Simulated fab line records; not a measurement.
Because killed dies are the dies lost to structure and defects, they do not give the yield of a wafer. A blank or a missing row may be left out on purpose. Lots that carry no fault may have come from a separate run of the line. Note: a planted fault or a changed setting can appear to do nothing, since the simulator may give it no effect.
fab line records	flow rit_cmos
record lots=6	wafers=18	last_day=6
route steps=202 shown ACTIVE@1 M1@202
lots with no fault: from the same line, run without faults
start_h: start of the lot's first displayed wafer, in hours after the record's first day	wait_h: time in hours since the lot's previous step	" unchanged from the row above	L1.1+2: several wafers, shown together as one row	- either no value or no given start	* or withheld: withheld	< > ~ a bound
route shown NAME@n: a module of which the file shows steps, and the number in the route of the first	usual: average and standard deviation across the fault-free wafers	same: alike in all rows	chamber/n: place in a boat	sites: the reading at each site	_std_site: standard deviation of those values	_edge_site: the outer-site mean with the inner-site mean subtracted	radius_mm: for every site, how far away it sits from the centre of the wafer	mask NAME#n: copy n	behind: tool/chamber where the wafer was last shaped	hold: cause of the lot's hold/its duration in hours/its outcome	device: the n, p or np transistor that did not switch	end of line: the tests these same wafers got at the end of their route	step lacking rows: just its recipe	killed: dies that structure and defects cost at the first sort, which is not the same as the wafer's yield	map: a wafer's dies, marking killed ones x, the rest . and places with no die _
set.NAME: setting as actually run; set.NAME@STEP: the setting as run at that earlier step	model.NAME: the simulator's own value behind a step, which no gauge read
lots at some steps of the route; a table a step, a row a wafer
services: from which hour (start_h, from the record's first day; less than 0 if before it) a tool's chamber was out of use, for how many hours, and why
## steps
# step RIT_ACTIVE_BOW_MEAS_00
# recipe mode=bow
# usual INCOMING_BOW=-1/7.1
lot.wafer	tool	chamber	start_h	wait_h	INCOMING_BOW[um]
L503.1	film_metro-04	-	10.00	-	-14
L503.5	"	-	"	"	5
L503.6	"	-	"	"	-10
L511.3	film_metro-04	-	50.04	-	-9
L511.5	"	-	"	"	5
L511.6	"	-	"	"	-5
L512.2	film_metro-01	-	55.02	-	12
L512.4	"	-	"	"	9
L512.5	"	-	"	"	4
L515.1	film_metro-01	-	70.00	-	-14
L515.4	"	-	"	"	-16
L515.6	"	-	"	"	-12
L518.3	film_metro-03	-	85.04	-	4
L518.5	"	-	"	"	6
L518.6	"	-	"	"	-6
L519.1	film_metro-01	-	90.00	-	-9
L519.4	"	-	"	"	2
L519.5	"	-	"	"	1
# step RIT_ACTIVE_OXIDATION_01
# recipe temp_c=1000	ambient=O2	target_thk_a=468	ox_time_s=3360
# step RIT_ACTIVE_THK_MEAS_02
# recipe reads=SiO2_of_ACTIVE_OXIDATION_01
# usual ACTIVE_OXIDE_THK=46.4/0.98
lot.wafer	tool	chamber	start_h	wait_h	ACTIVE_OXIDE_THK[nm]
L503.1	film_metro-01	-	13.04	0.0	44.1
L503.5	"	-	"	"	43.8
L503.6	"	-	"	"	44.7
L511.3	film_metro-01	-	52.55	0.0	45.8
L511.5	"	-	"	"	45.5
L511.6	"	-	"	"	45.9
L512.2	film_metro-04	-	57.06	0.0	45.6
L512.4	"	-	"	"	46.3
L512.5	"	-	"	"	46.2
L515.1	film_metro-03	-	72.05	0.0	46.9
L515.4	"	-	"	"	46.6
L515.6	"	-	"	"	46.7
L518.3	film_metro-03	-	87.07	0.0	45.9
L518.5	"	-	"	"	45.9
L518.6	"	-	"	"	46.2
L519.1	film_metro-01	-	92.05	0.0	47.1
L519.4	"	-	"	"	46.2
L519.5	"	-	"	"	47.6
# step RIT_ACTIVE_CVD_03
# recipe material=Si3N4	target_thk_nm=150	temp_c=810	precursor=SiH2Cl2/NH3	time_s=1500	pressure_mtorr=300	sih2cl2_flow_sccm=60	nh3_flow_sccm=150
# step RIT_ACTIVE_THK_MEAS_04
# recipe reads=Si3N4_of_ACTIVE_CVD_03
# usual ACTIVE_NITRIDE_THK=149.8/1.4
lot.wafer	tool	chamber	start_h	wait_h	ACTIVE_NITRIDE_THK[nm]
L503.1	film_metro-01	-	15.22	0.0	150.9
L503.5	"	-	"	"	150.3
L503.6	"	-	"	"	151.1
L511.3	film_metro-04	-	54.03	0.0	151.4
L511.5	"	-	"	"	150.3
L511.6	"	-	"	"	150.5
L512.2	film_metro-04	-	58.54	0.0	150.1
L512.4	"	-	"	"	150.3
L512.5	"	-	"	"	150.6
L515.1	film_metro-03	-	73.53	0.0	150.2
L515.4	"	-	"	"	150.5
L515.6	"	-	"	"	151.5
L518.3	film_metro-01	-	88.55	0.0	148.5
L518.5	"	-	"	"	149.1
L518.6	"	-	"	"	148.6
L519.1	film_metro-01	-	93.53	0.0	151.0
L519.4	"	-	"	"	150.5
L519.5	"	-	"	"	151.4
# step RIT_ACTIVE_HMDS_05
# recipe prime_time_s=60	prime_temp_c=140
# step RIT_ACTIVE_COAT_06
# recipe resist=NOVOLAK	spin_rpm=3250	resist_thk_nm=1000
# step RIT_ACTIVE_SOFTBAKE_07
# recipe resist=NOVOLAK	temp_c=90	time_s=60
# step RIT_ACTIVE_EXPOSE_08
# recipe mask_id=M1	na=0.6	source_shape=conventional	sigma_outer=0.6	target_cd_nm=1400	dose_mj=225
# step RIT_ACTIVE_PEB_09
# recipe resist=NOVOLAK	temp_c=withheld	time_s=withheld
# step RIT_ACTIVE_DEVELOP_10
# recipe resist=NOVOLAK	develop_time_s=50	dev_temp_c=23
# usual developer_temp_C=23.02/0.1
lot.wafer	tool	chamber	start_h	wait_h	developer_temp_C
L503.1	litho_track-03	0	16	-	23.15
L503.5	"	0	"	"	23.01
L503.6	"	0	"	"	22.91
L511.3	litho_track-03	0	54	-	22.91
L511.5	"	0	"	"	22.97
L511.6	"	0	"	"	22.85
L512.2	litho_track-03	0	59	-	22.91
L512.4	"	0	"	"	23.17
L512.5	"	0	"	"	22.98
L515.1	litho_track-04	0	74	-	23.17
L515.4	"	0	"	"	23.15
L515.6	"	0	"	"	22.96
L518.3	litho_track-01	0	89	-	22.97
L518.5	"	0	"	"	23.03
L518.6	"	0	"	"	23.00
L519.1	litho_track-04	0	94	-	22.97
L519.4	"	0	"	"	23.17
L519.5	"	0	"	"	22.96
# step RIT_ACTIVE_CD_MEAS_11
# recipe target_cd_nm=1400
# usual cd_nm=1399.7/2.5
lot.wafer	tool	chamber	start_h	wait_h	hold	cd_nm
L503.1	cd_sem-02	-	16.26	-	-	1398.1
L503.5	"	-	"	"	-	1396.6
L503.6	"	-	"	"	-	1400.1
L511.3	cd_sem-02	-	54.96	-	await_dispo/0.2h/release	1415.4
L511.5	"	-	"	"	await_dispo/0.2h/release	1414.3
L511.6	"	-	"	"	await_dispo/0.2h/release	1415.5
L511.3	cd_sem-02	-	55.24	0.3	-	1415.1
L511.5	"	-	"	"	-	1413.9
L511.6	"	-	"	"	-	1415.2
L512.2	cd_sem-02	-	59.46	-	await_dispo/0.2h/release	1414.2
L512.4	"	-	"	"	await_dispo/0.2h/release	1415.2
L512.5	"	-	"	"	await_dispo/0.2h/release	1416.6
L512.2	cd_sem-02	-	59.75	0.3	-	1414.2
L512.4	"	-	"	"	-	1415.1
L512.5	"	-	"	"	-	1416.8
L515.1	cd_sem-02	-	74.56	-	-	1402.3
L515.4	"	-	"	"	-	1401.2
L515.6	"	-	"	"	-	1399.8
L518.3	cd_sem-02	-	89.48	-	-	1400.7
L518.5	"	-	"	"	-	1399.6
L518.6	"	-	"	"	-	1401.4
L519.1	cd_sem-01	-	94.56	-	-	1401.4
L519.4	"	-	"	"	-	1402.1
L519.5	"	-	"	"	-	1405.1
# step RIT_ACTIVE_ETCH_13
# recipe stop_on=SiO2	chemistry=SF6	target=Si3N4	time_s=210	over_etch_frac=0.4	SF6_flow_sccm=200	pressure_mtorr=260	rf_w=125	target_depth_a=2100
# usual drypump_motor_current_A=5.6/0.5	oes_product_au=0.816/0.015	throttle_valve_pct=7.52/0.1
lot.wafer	tool	chamber	start_h	wait_h	drypump_motor_current_A	oes_product_au	rf_hours_counter_h	throttle_valve_pct	model.ACTIVE.cd_nm
L503.1	rie_diel-04	0	16.53	0.1	5.0	0.825	78	7.69	1398
L503.5	"	0	"	"	5.0	0.838	-	7.68	1397
L503.6	"	3	"	"	5.3	0.802	-	7.45	1400
L511.3	rie_diel-02	0	61.01	0.1	6.1	0.839	46	7.65	1415
L511.5	"	1	"	"	5.3	0.803	-	7.62	1414
L511.6	"	2	"	"	5.9	0.843	-	7.51	1415
L512.2	rie_diel-02	3	64.22	0.1	5.6	0.828	33	7.36	1415
L512.4	"	2	"	"	5.9	0.837	87	7.51	1415
L512.5	"	2	"	"	5.9	0.845	-	7.52	1417
L515.1	rie_diel-02	2	74.83	0.1	5.9	0.838	88	7.51	1403
L515.4	"	3	"	"	5.6	0.828	33	7.37	1401
L515.6	"	2	"	"	5.9	0.840	-	7.51	1400
L518.3	rie_diel-01	0	89.71	0.1	6.0	0.789	3	7.56	1400
L518.5	"	1	"	"	6.3	0.825	-	7.56	1399
L518.6	"	0	"	"	6.0	0.784	-	7.55	1401
L519.1	rie_diel-02	0	94.83	0.1	6.1	0.827	47	7.67	1401
L519.4	"	1	"	"	5.3	0.800	97	7.60	1402
L519.5	"	3	"	"	5.7	0.821	-	7.37	1405
# step RIT_ACTIVE_STRIP_14
# recipe chemistry=O2	time_s=180	resist=NOVOLAK	platen_temp_c=withheld	power_w=500	pressure_mtorr=4000	o2_flow_sccm=4000
# usual drypump_motor_current_A=5.84/0.28	o2_flow_sccm=4002/11
lot.wafer	tool	chamber	start_h	wait_h	drypump_motor_current_A	o2_flow_sccm	rf_hours_counter_h
L503.1	plasma_asher-02	0	16.66	0.1	6.24	3999	20
L503.5	"	0	"	"	6.25	4014	-
L503.6	"	1	"	"	5.96	4023	-
L511.3	plasma_asher-01	0	61.20	0.1	5.36	3991	-
L511.5	"	0	"	"	5.38	4000	-
L511.6	"	1	"	"	6.03	3991	-
L512.2	plasma_asher-04	0	64.44	0.2	5.88	3991	44
L512.4	"	0	"	"	5.86	4008	-
L512.5	"	1	"	"	5.51	4017	-
L515.1	plasma_asher-01	1	74.97	0.1	6.01	3987	42
L515.4	"	1	"	"	6.03	3996	-
L515.6	"	0	"	"	5.37	3989	-
L518.3	plasma_asher-04	0	89.90	0.1	5.87	3998	-
L518.5	"	0	"	"	5.87	4002	-
L518.6	"	1	"	"	5.54	4004	-
L519.1	plasma_asher-01	0	94.97	0.1	5.40	3986	45
L519.4	"	0	"	"	5.40	4000	-
L519.5	"	0	"	"	5.38	3993	-
# step RIT_M1_PROBE_99
# usual killed_at_M0_to_M3=0.0/0.14	killed_at_front_end=7/3	killed_dies=7/3.1	killed_open=3.4/2.1	killed_short=3.2/1.9
# same gross_dies=264	killed_at_M4_up=0	killed_at_back_side=0	killed_at_contacts=0	killed_at_other=0
lot.wafer	tool	chamber	start_h	wait_h	killed_at_M0_to_M3	killed_at_front_end	killed_dies	killed_open	killed_short
L503.1	prober-01	-	58.45	0.1	0	5	5	2	3
L503.5	prober-01	-	58.65	0.2	0	3	3	2	1
L503.6	prober-01	-	58.70	0.2	0	6	6	5	1
L511.3	prober-02	-	110.09	0.2	0	6	6	5	1
L511.5	prober-02	-	110.19	0.2	0	8	8	5	3
L511.6	prober-02	-	110.24	0.2	1	11	12	6	6
L512.2	prober-01	-	115.67	0.1	0	7	7	3	4
L512.4	prober-01	-	115.77	0.2	0	8	8	2	6
L512.5	prober-01	-	115.82	0.2	0	10	10	3	7
L518.3	prober-01	-	131.39	0.2	0	1	1	1	0
L518.5	prober-01	-	131.49	0.2	0	4	4	2	2
L518.6	prober-01	-	131.54	0.2	0	5	5	3	2
L519.1	prober-02	-	137.79	0.1	0	6	6	4	2
L519.4	prober-02	-	137.94	0.2	0	5	5	2	3
L519.5	prober-02	-	137.99	0.2	0	9	9	7	2
# killed by level:class
L503.1 GATE:geometric_particle:short=3 FOX2:geometric_particle:open=1 GATE:geometric_particle:open=1
L503.5 GATE:geometric_particle:open=1 REOX:geometric_particle:short=1 REOX:geometric_particle:open=1
L503.6 GATE:geometric_particle:open=3 FOX1:geometric_particle:open=1 REOX:geometric_particle:short=1 REOX:geometric_particle:open=1
L511.3 FOX1:geometric_particle:open=2 GATE:geometric_particle:open=2 FOX2:geometric_particle:open=1 REOX:geometric_particle:short=1
L511.5 GATE:geometric_particle:open=3 GATE:geometric_particle:short=2 SILICIDE:geometric_particle:open=2 SILICIDE:geometric_particle:short=1
L511.6 FOX1:geometric_particle:short=2 FOX2:geometric_particle:open=2 GATE:geometric_particle:open=2 SILICIDE:geometric_particle:short=2 FOX2:geometric_particle:short=1 REOX:geometric_particle:short=1 SPACER:geometric_particle:open=1 M1:geometric_particle:open=1
L512.2 GATE:geometric_particle:short=4 GATE:geometric_particle:open=2 SPACER:geometric_particle:open=1
L512.4 GATE:geometric_particle:short=4 GATE:geometric_particle:open=2 REOX:geometric_particle:short=1 SPACER:geometric_particle:short=1
L512.5 GATE:geometric_particle:short=3 FOX1:geometric_particle:open=2 FOX1:geometric_particle:short=1 GATE:geometric_particle:open=1 REOX:geometric_particle:short=1 SPACER:geometric_particle:short=1 SILICIDE:geometric_particle:short=1
L518.3 SILICIDE:geometric_particle:open=1
L518.5 GATE:geometric_particle:open=2 REOX:geometric_particle:short=1 SPACER:geometric_particle:short=1
L518.6 FOX1:geometric_particle:open=1 GATE:geometric_particle:short=1 GATE:geometric_particle:open=1 SPACER:geometric_particle:open=1 SPACER:geometric_particle:short=1
L519.1 FOX1:geometric_particle:open=2 GATE:geometric_particle:open=2 FOX1:geometric_particle:short=1 SILICIDE:geometric_particle:short=1
L519.4 SILICIDE:geometric_particle:short=2 REOX:geometric_particle:open=1 SPACER:geometric_particle:open=1 SPACER:geometric_particle:short=1
L519.5 FOX1:geometric_particle:open=3 REOX:geometric_particle:open=2 SPACER:geometric_particle:short=2 GATE:geometric_particle:open=1 SPACER:geometric_particle:open=1
## services
tool	chamber	start_h	hours	kind
rie_diel-02	-	5.74	30.8	repair
plasma_asher-01	-	17.66	12.7	repair
rie_diel-01	2	45.27	48.3	repair
rie_diel-02	-	49.11	2.8	pm
plasma_asher-04	-	71.49	0.9	repair
rie_diel-01	1	93.58	-	clean
rie_diel-01	1	93.58	25.0	scheduled_down
rie_diel-01	1	93.58	25.0	vent_cycle
## key
first_sign step=RIT_ACTIVE_CD_MEAS_11	reading=visit	direction=added	through=control_loop
effect step=RIT_ACTIVE_CD_MEAS_11	reading=cd_nm	direction=up	sigmas=6.2	usual=1399.7	struck=1415.2	through=control_loop
model_effect step=RIT_ACTIVE_ETCH_13	value=ACTIVE.cd_nm	without=1401	struck=1415
met_at RIT_ACTIVE_DEVELOP_10
struck_wafers L511.3,L511.5,L511.6,L512.2,L512.4,L512.5
tester_left_out L511,L512
loop_trim step=RIT_ACTIVE_EXPOSE_08	setting=dose	lots=L512
onset_between 16 54
fault kind=process_parameter_drift	tool=litho_track-03	chamber=-	onset_h=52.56	steps=RIT_ACTIVE_DEVELOP_10	channel=develop_time_s	offset=*	shape=step	end_h=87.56	acts_in=*	stated=*
# tester_left_out: of these lots the tester's yield and bins aren't shown, on N5 and GAA mostly nor the transistor test; their killed dies are dies lost to structure and defects alone, not to doping, threshold or leakage, so they don't give the yield
# loop_trim: a control loop set the setting to another value than it would have without faults
